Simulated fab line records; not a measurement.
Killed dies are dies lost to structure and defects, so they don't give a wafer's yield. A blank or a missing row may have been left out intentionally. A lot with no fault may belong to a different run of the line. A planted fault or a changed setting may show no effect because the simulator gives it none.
Check of tool commonality ; flow ritCmos ; 12 lots, 36 wafers sampled

THE REASON FOR OPENING IT
RIT_REOX_THK_MEAS_04, reading REOX_OXIDE_THK: flagged on 2 of 12 lots. Wafers without a fault read 25.2 nm, standard deviation 0.43.
Rule: a lot is flagged when every wafer of it that has a number lies more than 4 standard deviations from that mean, or none has a number. The other lots count as sound.

lot;measured;on;REOX_OXIDE_THK (nm), wafer by wafer;flag
L212;day 2 20:28;filmMetro-04;25.1 25.1 24.7;
L217;day 3 23:19;filmMetro-02;26.0 26.6 26.4;
L220;day 4 14:03;filmMetro-02;32.5 32.3 32.3;FLAGGED
L221;day 4 21:55;filmMetro-04;32.8 32.9 32.7;FLAGGED
L223;day 5 04:52;filmMetro-01;25.2 25.0 25.4;
L225;day 5 11:43;filmMetro-01;25.0 25.1 24.9;
L228;day 6 02:32;filmMetro-01;24.9 25.0 25.3;
L229;day 6 07:29;filmMetro-01;24.7 24.9 25.1;
L230;day 6 16:40;filmMetro-01;25.2 25.5 25.6;
L232;day 7 01:37;filmMetro-02;26.0 25.9 25.4;
L234;day 7 12:22;filmMetro-01;25.7 25.2 25.7;
L235;day 7 14:55;filmMetro-04;25.2 25.1 25.5;
The numbers of the flagged lots are 32.6 nm on average: +7.4 nm against the usual, or +17 standard deviations.

TOOL THAT RAN EACH LOT
The record keeps 1 process step preceding the reading, out of 202 steps on the route. Each cell gives the tool, then ch followed by the chambers the sampled wafers passed through, then the start.
lot;flag;RIT_REOX_OXIDATION_03
L212;;furnace-03 ch 0, day 2 17:53
L217;;furnace-01 ch 0, day 3 20:45
L220;FLAGGED;furnace-04 ch 0, day 4 11:29
L221;FLAGGED;furnace-04 ch 0, day 4 19:22
L223;;furnace-03 ch 0, day 5 02:19
L225;;furnace-01 ch 0, day 5 09:10
L228;;furnace-03 ch 0, day 5 23:59
L229;;furnace-01 ch 0, day 6 04:56
L230;;furnace-03 ch 0, day 6 14:07
L232;;furnace-03 ch 0, day 6 23:04
L234;;furnace-04 ch 0, day 7 09:49
L235;;furnace-04 ch 0, day 7 12:22
What the steps here do:
- RIT_REOX_OXIDATION_03: target thk 25.2 nm, ox time 5580 s.
- RIT_REOX_THK_MEAS_04

FLAGGED OVER TOTAL, TOOL BY TOOL (the gauges that took the reading come last)
step;tool;lots run;flagged;share of the flagged lots;sound lots run after its first flagged lot
RIT_REOX_OXIDATION_03;furnace-01;3;0;none;-
RIT_REOX_OXIDATION_03;furnace-03;5;0;none;-
RIT_REOX_OXIDATION_03;furnace-04;4;2;all;2 (L234,L235)
RIT_REOX_THK_MEAS_04;filmMetro-01;6;0;none;-
RIT_REOX_THK_MEAS_04;filmMetro-02;3;1;some;1 (L232)
RIT_REOX_THK_MEAS_04;filmMetro-04;3;1;some;1 (L235)

WHAT THE TABLE ALLOWS
All flagged lots share 1 row of the table, namely furnace-04 at RIT_REOX_OXIDATION_03.
- furnace-04 at RIT_REOX_OXIDATION_03: 2 of its 4 lots flagged. Lots that were sound ran on it after the first flagged one (L234, L235); a persistent fault on the entire tool would not allow that.
There is no row in the table that ran each flagged lot and no sound lot after the first.

WHAT THE SIMULATOR HAD INSERTED
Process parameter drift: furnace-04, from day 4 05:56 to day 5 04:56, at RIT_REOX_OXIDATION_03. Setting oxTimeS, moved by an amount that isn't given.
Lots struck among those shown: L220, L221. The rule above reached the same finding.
